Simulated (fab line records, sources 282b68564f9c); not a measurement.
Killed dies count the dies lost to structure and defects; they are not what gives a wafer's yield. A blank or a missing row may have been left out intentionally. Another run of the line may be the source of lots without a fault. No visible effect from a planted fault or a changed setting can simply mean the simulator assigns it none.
Struck lot and sound lot, side by side ; flow rit-cmos ; 15 steps out of a route of 202
Sound: wafers L209.1, L209.2, L209.3. Struck: wafers L218.1, L218.3 (left out: L218.4, a lot-mate that was not struck); the cause follows at the end.
Each step with rows lists, per side, the tool, then ch with its chambers, then its first start. Under that, the readings that differ: sound wafers ; struck wafers ; difference of the means ; sigmas: that difference in standard deviations of wafers without a fault.
alike: readings whose means differ by less than 2 such deviations, and words and numbers that are the same on both sides. not compared: withheld readings, readings that some wafer has no value for, bounds like >300 that may hide the same value, and numbers for which the record gives no deviation and whose values overlap.
Wherever a step has rows on one side only, a row that says differs or no value, or a row with sigmas, the two part there. Non-overlapping numbers with no deviation appear without sigmas and do not part them. Lack of a reading on every wafer of one side parts them only where that side has two or more wafers.

RIT_M1_THK_MEAS_02: measures by xrf.
  sound on film-metro-01 at day 4 22:41; struck on film-metro-02 at day 7 01:06
  alike: M1_AL_THK
then, 6 steps without rows for these wafers: RIT_M1_HMDS_03 (prime time 60 s); RIT_M1_COAT_04 (resist thk 1300 nm); RIT_M1_SOFTBAKE_05 (time 60 s); RIT_M1_EXPOSE_06 (exposes mask M12, target cd 2600 nm); RIT_M1_PEB_07; RIT_M1_DEVELOP_08 (develop time 68 s).
RIT_M1_CD_MEAS_09: the cd target is 2600 nm.
  sound on cd-sem-01 at day 4 23:44; struck on cd-sem-02 at day 7 02:11
  alike: cd-nm
RIT_M1_OVL_MEAS_10:
  sound on overlay-01 at day 4 23:52; struck on overlay-02 at day 7 02:19
  alike: M1_OVL
then, 1 step without rows for these wafers: RIT_M1_HARDBAKE_11 (time 120 s).
RIT_M1_METAL_ETCH_12: etches Al in Cl2/BCl3, stops on SiO2, time 165 s, target depth 600 nm.
  sound on rie-metal-02 ch 0,1, day 5 00:09; struck on rie-metal-01 ch 0,1, day 7 02:35
  alike: drypump-motor-current-A, oes-product-au, throttle-valve-pct
  not compared: rf-hours-counter-h
then, 1 step without rows for these wafers: RIT_M1_STRIP_13 (strips in nmp, time 600 s).
RIT_M1_STRIP_14: strips in O2, time 180 s.
  sound on plasma-asher-01 ch 0,1, day 5 00:30; struck on plasma-asher-02 ch 1, day 7 02:57
reading;sound;struck;difference;sigmas
drypump-motor-current-A (A);4.8 5.2 4.8;6.2 6.2;+1.3;+2
run-length-s (s);209.0 209.2 208.9;238.9 238.9;+29.9;+57
  alike: rf-refl-power-W
  not compared: rf-hours-counter-h
RIT_M1_CD_MEAS_90: the cd target is 2600 nm.
  sound on cd-sem-01 at day 5 00:41; struck on cd-sem-02 at day 7 03:07
  alike: cd-nm
RIT_M1_PROBE_99:
  sound on prober-01 at day 5 03:05; struck on prober-02 at day 7 05:26
reading;sound;struck;difference;sigmas
killed-at-contacts;0 0 0;0 1;+0;+2
  alike: defect-limited-yield, killed-at-front-end, killed-dies, killed-open, killed-short, sort_bin_3_pad_short, sort_bin_5_function, sort_bin_6_memory, sort-n-pass, sort-yield-pct

## WHERE THEY PART
At RIT_M1_STRIP_14 first; at RIT_M1_PROBE_99 last (within this record only).

WHY: whatever the simulator had introduced
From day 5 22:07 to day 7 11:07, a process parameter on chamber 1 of plasma-asher-02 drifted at RIT_M1_STRIP_14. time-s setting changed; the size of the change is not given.
